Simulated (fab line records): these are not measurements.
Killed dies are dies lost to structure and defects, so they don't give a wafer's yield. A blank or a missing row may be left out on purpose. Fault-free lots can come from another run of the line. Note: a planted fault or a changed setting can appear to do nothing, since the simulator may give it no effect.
A sampling plan put to the test + flow berkeleyCmos170 + one fab line, 13 faults that these records tell of, each judged on the records of the lots that it struck; 8 more are left out, because the records don't allow judging them
The line's own looks make up the plan; these are the steps of the route where a gauge or inspection reads the wafer and leaves it unchanged. A look is open to judgement when struck wafers have a number at it and the file gives its usual mean and standard deviation on fault-free wafers. Caught: a look later than the fault's first step finds the struck wafers' mean 4 or more of those standard deviations (sigma) from the usual mean. On the tool: the test repeated on the tool's own readings taken at the fault's steps. If the struck wafers alone have a blank record, or they carry another recipe, that too counts as caught.

THE FAULTS, as the simulator had put them in
1. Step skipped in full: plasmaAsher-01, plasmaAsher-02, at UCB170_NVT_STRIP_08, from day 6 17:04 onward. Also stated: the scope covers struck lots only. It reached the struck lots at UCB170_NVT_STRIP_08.
2. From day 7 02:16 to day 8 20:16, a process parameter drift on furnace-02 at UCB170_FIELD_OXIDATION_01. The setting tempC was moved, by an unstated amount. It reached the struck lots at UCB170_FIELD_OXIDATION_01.
3. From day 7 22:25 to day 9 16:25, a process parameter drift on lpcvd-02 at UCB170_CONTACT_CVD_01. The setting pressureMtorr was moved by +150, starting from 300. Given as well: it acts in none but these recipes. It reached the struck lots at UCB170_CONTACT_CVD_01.
4. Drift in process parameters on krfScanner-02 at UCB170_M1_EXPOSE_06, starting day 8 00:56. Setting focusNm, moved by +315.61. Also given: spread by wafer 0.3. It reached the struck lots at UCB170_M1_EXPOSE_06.
5. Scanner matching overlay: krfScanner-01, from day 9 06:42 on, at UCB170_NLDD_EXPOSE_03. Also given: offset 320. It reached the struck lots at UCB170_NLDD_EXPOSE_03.
6. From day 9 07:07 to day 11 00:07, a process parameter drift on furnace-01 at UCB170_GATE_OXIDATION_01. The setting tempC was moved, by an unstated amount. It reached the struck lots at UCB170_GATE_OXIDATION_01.
7. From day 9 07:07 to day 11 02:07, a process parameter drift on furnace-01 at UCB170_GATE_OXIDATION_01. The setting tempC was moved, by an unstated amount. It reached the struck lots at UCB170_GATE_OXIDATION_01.
8. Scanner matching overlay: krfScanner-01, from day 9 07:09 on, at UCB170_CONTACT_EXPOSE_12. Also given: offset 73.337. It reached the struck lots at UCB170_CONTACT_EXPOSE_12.
9. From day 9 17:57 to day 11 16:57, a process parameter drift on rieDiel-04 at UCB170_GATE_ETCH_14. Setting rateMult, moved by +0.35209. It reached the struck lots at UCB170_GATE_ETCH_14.
10. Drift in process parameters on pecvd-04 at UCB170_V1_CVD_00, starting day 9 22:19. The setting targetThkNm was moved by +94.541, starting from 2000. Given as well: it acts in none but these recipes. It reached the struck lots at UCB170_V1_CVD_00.
11. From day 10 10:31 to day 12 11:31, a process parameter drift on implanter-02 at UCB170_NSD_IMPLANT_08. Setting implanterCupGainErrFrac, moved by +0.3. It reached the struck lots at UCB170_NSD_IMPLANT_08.
12. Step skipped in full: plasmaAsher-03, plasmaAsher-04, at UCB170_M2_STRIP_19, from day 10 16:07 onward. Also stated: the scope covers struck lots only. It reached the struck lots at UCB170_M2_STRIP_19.
13. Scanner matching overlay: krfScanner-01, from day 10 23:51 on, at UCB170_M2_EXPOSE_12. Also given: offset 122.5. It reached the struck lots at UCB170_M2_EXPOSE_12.

WHAT THE PLAN SAW
| fault | on the tool itself                               | first look that catches it                      | reading, sigma                                             | median hours from its first step to that look | hours from the fault's start to the first struck lot there | judged looks passed uncaught |
|-------|--------------------------------------------------|-------------------------------------------------|------------------------------------------------------------|-----------------------------------------------|------------------------------------------------------------|------------------------------|
| 1     | the tool's record is blank for the struck wafers | UCB170_PVT_TW_MEAS_09                           | PVT_TW -99 or beyond                                       | 3.9                                           | 5                                                          | 0                            |
| 2     | tubeCenterTempC +99 or beyond sigma              | UCB170_FIELD_THK_MEAS_02                        | FIELD_OXIDE_THK +6.9                                       | 3.0                                           | 0                                                          | 0                            |
| 3     | pressureMtorr +99 or beyond sigma                | UCB170_CONTACT_THK_MEAS_02                      | CONTACT_PSG_THK +24                                        | 2.7                                           | 1                                                          | 0                            |
| 4     | exposureDoseMJCm2 -10 sigma                      | not the one look that can be judged after it    | strongest: cdNm at UCB170_M1_CD_MEAS_09, -3.7              | -                                             | -                                                          | 1                            |
| 5     | under 2 sigma                                    | UCB170_NLDD_OVL_MEAS_07                         | NLDD_OVL +53                                               | 0.5                                           | 10                                                         | 1                            |
| 6     | tubeCenterTempC -63 sigma                        | none of the 2 looks that can be judged after it | strongest: GATE_OXIDE_THK at UCB170_GATE_THK_MEAS_02, -2.7 | -                                             | -                                                          | 2                            |
| 7     | tubeCenterTempC -99 or beyond sigma              | UCB170_GATE_THK_MEAS_02                         | GATE_OXIDE_THK -8.8                                        | 1.5                                           | 8                                                          | 0                            |
| 8     | no reading that can be judged                    | UCB170_CONTACT_OVL_MEAS_16                      | CONTACT_OVL +11                                            | 0.5                                           | 1                                                          | 0                            |
| 9     | oesProductAu +12 sigma                           | not the one look that can be judged after it    | strongest: cdNm at UCB170_GATE_CD_MEAS_90, -3.6            | -                                             | -                                                          | 1                            |
| 10    | under 2 sigma                                    | UCB170_V1_THK_MEAS_01                           | V1_TEOS_THK +4.9                                           | 0.2                                           | 6                                                          | 0                            |
| 11    | faradayCurrentUA +14 sigma                       | UCB170_NSD_TW_MEAS_10                           | NSD_TW -6.7                                                | 0.2                                           | 8                                                          | 0                            |
| 12    | no reading that can be judged                    | not the one look that can be judged after it    | -                                                          | -                                             | -                                                          | 1                            |
| 13    | under 2 sigma                                    | UCB170_M2_OVL_MEAS_16                           | M2_OVL +26                                                 | 0.6                                           | 3                                                          | 0                            |
A dash: the fault isn't caught, or these records don't give the number.

Caught at a look: 9 of 13. Caught on the tool: 8 of 13. By one or the other: 12 of 13.
Caught on the tool alone: faults 4, 6, 9.
Caught at a look alone: faults 5, 8, 10, 13.
Caught by neither: fault 12.

THINNER SAMPLING
In the worst case, this is how late the first struck lot would be measured if the look that catches a fault measured only every second or every third lot, by lot number:
| fault | struck lots at that look, in order of time | every lot | every second lot | every third lot |
|-------|--------------------------------------------|-----------|------------------|-----------------|
| 1     | L606, L608                                 | 5 h       | may miss all 2   | may miss all 2  |
| 2     | L697, L699, L698, L700                     | 0 h       | 0 h              | 0 h             |
| 3     | L565, L566, L567, L568                     | 1 h       | 6 h              | 6 h             |
| 5     | L790, L792, L791, L793                     | 10 h      | 10 h             | 10 h            |
| 7     | L512, L515                                 | 8 h       | 40 h             | may miss all 2  |
| 8     | L371, L374                                 | 1 h       | 8 h              | may miss all 2  |
| 10    | L662, L664                                 | 6 h       | may miss all 2   | may miss all 2  |
| 11    | L204, L205                                 | 8 h       | 30 h             | may miss all 2  |
| 13    | L927, L929                                 | 3 h       | may miss all 2   | may miss all 2  |
Hours count from the start of the fault until the first struck lot that is measured. 4 sigma limit: tested on the pooled struck wafers, so a lone lot may be under it. Other struck lots may not be in these records.

THE LONGEST TIMED WAY FROM STEP TO LOOK
Fault 1: median gap of 3.9 hours between UCB170_NVT_STRIP_08 and UCB170_PVT_TW_MEAS_09. No look between them can be judged.
